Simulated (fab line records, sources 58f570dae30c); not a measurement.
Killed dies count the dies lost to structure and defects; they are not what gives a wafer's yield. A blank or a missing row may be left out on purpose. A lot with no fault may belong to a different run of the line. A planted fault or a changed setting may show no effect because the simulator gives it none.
Which of the tools did it? :: flow berkeley-cmos170 :: 12 lots with 36 wafers sampled at 3 steps, on a route of 331 steps

== WHAT THE GAUGES SHOWED, per wafer ==
UCB170_GATE_OVL_MEAS_13. Usual: for GATE_OVL the level is -2 nm and the standard deviation is 4.7.
lot: L382
measured: day 7 06:32
on: overlay-01
GATE_OVL (nm): -4 4 3
flag: 

lot: L383
measured: day 7 07:00
on: overlay-01
GATE_OVL (nm): 2 0 4
flag: 

lot: L384
measured: day 7 19:53
on: overlay-02
GATE_OVL (nm): -5 1 3
flag: 

lot: L386
measured: day 7 20:04
on: overlay-01
GATE_OVL (nm): -10 -13 -4
flag: 

lot: L388
measured: day 8 17:10
on: overlay-02
GATE_OVL (nm): -1 3 -2
flag: 

lot: L394
measured: day 9 23:29
on: overlay-02
GATE_OVL (nm): -4 -3 -2
flag: 

lot: L395
measured: day 9 23:37
on: overlay-01
GATE_OVL (nm): -3 0 1
flag: 

lot: L400
measured: day 10 13:02
on: overlay-01
GATE_OVL (nm): 6 -7 -1
flag: 

lot: L399
measured: day 10 13:33
on: overlay-01
GATE_OVL (nm): 10 1 -5
flag: 

lot: L401
measured: day 10 21:23
on: overlay-02
GATE_OVL (nm): -9 -11 0
flag: 

lot: L402
measured: day 11 11:23
on: overlay-01
GATE_OVL (nm): -5 -13 -7
flag: 

lot: L404
measured: day 11 11:38
on: overlay-02
GATE_OVL (nm): -1 -5 2
flag: 

UCB170_V1_BOW_MEAS_03. Usual: for V1_BOW the level is 17 um and the standard deviation is 6.7.
lot: L382
measured: day 8 15:22
on: film-metro-04
V1_BOW (um): 23 17 30
flag: 

lot: L383
measured: day 8 12:41
on: film-metro-02
V1_BOW (um): 16 28 5
flag: 

lot: L384
measured: day 8 22:28
on: film-metro-01
V1_BOW (um): 15 16 23
flag: 

lot: L386
measured: day 8 21:08
on: film-metro-04
V1_BOW (um): 18 21 5
flag: 

lot: L388
measured: day 9 20:19
on: film-metro-02
V1_BOW (um): 17 13 15
flag: 

lot: L394
measured: day 11 01:48
on: film-metro-02
V1_BOW (um): 12 5 6
flag: 

lot: L395
measured: day 11 03:05
on: film-metro-02
V1_BOW (um): 30 8 21
flag: 

lot: L400
measured: day 11 14:17
on: film-metro-01
V1_BOW (um): 28 30 24
flag: 

lot: L399
measured: day 11 15:58
on: film-metro-01
V1_BOW (um): 8 16 15
flag: 

lot: L401
measured: day 11 23:41
on: film-metro-01
V1_BOW (um): 18 18 12
flag: 

lot: L402
measured: day 12 11:07
on: film-metro-01
V1_BOW (um): 12 19 10
flag: 

lot: L404
measured: day 12 12:46
on: film-metro-01
V1_BOW (um): 18 17 14
flag: 

UCB170_V1_OVL_MEAS_13. Usual: for V1_OVL the level is -2 nm and the standard deviation is 5.
lot: L382
measured: day 8 17:02
on: overlay-02
V1_OVL (nm): -5 -5 -7
flag: 

lot: L383
measured: day 8 14:28
on: overlay-01
V1_OVL (nm): -3 4 15
flag: 

lot: L384
measured: day 9 02:48
on: overlay-02
V1_OVL (nm): 3 2 9
flag: 

lot: L386
measured: day 8 22:44
on: overlay-01
V1_OVL (nm): -4 -4 0
flag: 

lot: L388
measured: day 10 00:48
on: overlay-02
V1_OVL (nm): 2 -3 5
flag: 

lot: L394
measured: day 11 03:46
on: overlay-01
V1_OVL (nm): -7 -2 3
flag: 

lot: L395
measured: day 11 05:26
on: overlay-02
V1_OVL (nm): -2 -1 -10
flag: 

lot: L400
measured: day 11 15:35
on: overlay-02
V1_OVL (nm): 3 0 2
flag: 

lot: L399
measured: day 11 17:21
on: overlay-02
V1_OVL (nm): 4 -8 -6
flag: 

lot: L401
measured: day 12 01:10
on: overlay-02
V1_OVL (nm): 5 -8 -6
flag: 

lot: L402
measured: day 12 12:34
on: overlay-02
V1_OVL (nm): -4 -1 11
flag: 

lot: L404
measured: day 12 14:17
on: overlay-02
V1_OVL (nm): -10 -9 -2
flag: 

== WHAT TOOL EACH LOT RAN ON (gives the tool, then ch and the chambers of the sampled wafers, and finally the start) ==
Record: no process step prior to these readings.

== WHAT THE TOOLS THEMSELVES READ (means of the sampled wafers that have a number; where no wafer has one, the mark that the record gives instead) ==
The record holds no such reading with a usual standard deviation.

== THE ANSWER, worked out from the rows above alone ==
Rule: a lot is off if the mean of its wafers that have a number lies more than 3 standard deviations from the usual mean. A lot without any number at a reading at which 4 lots or more have one is off too. Where the step has rows for the other lots, those lots are counted as sound. The gauges are gone through in route order, then the tools' own readings, and for those a lot's mean is taken as printed above. At the first step where some lot is off, the reading lying furthest off is the one used; lots without a number count as furthest.
No lot is off on any of the readings shown, so nothing can be concluded from this.

== WHAT THE SIMULATOR HAD INSERTED ==
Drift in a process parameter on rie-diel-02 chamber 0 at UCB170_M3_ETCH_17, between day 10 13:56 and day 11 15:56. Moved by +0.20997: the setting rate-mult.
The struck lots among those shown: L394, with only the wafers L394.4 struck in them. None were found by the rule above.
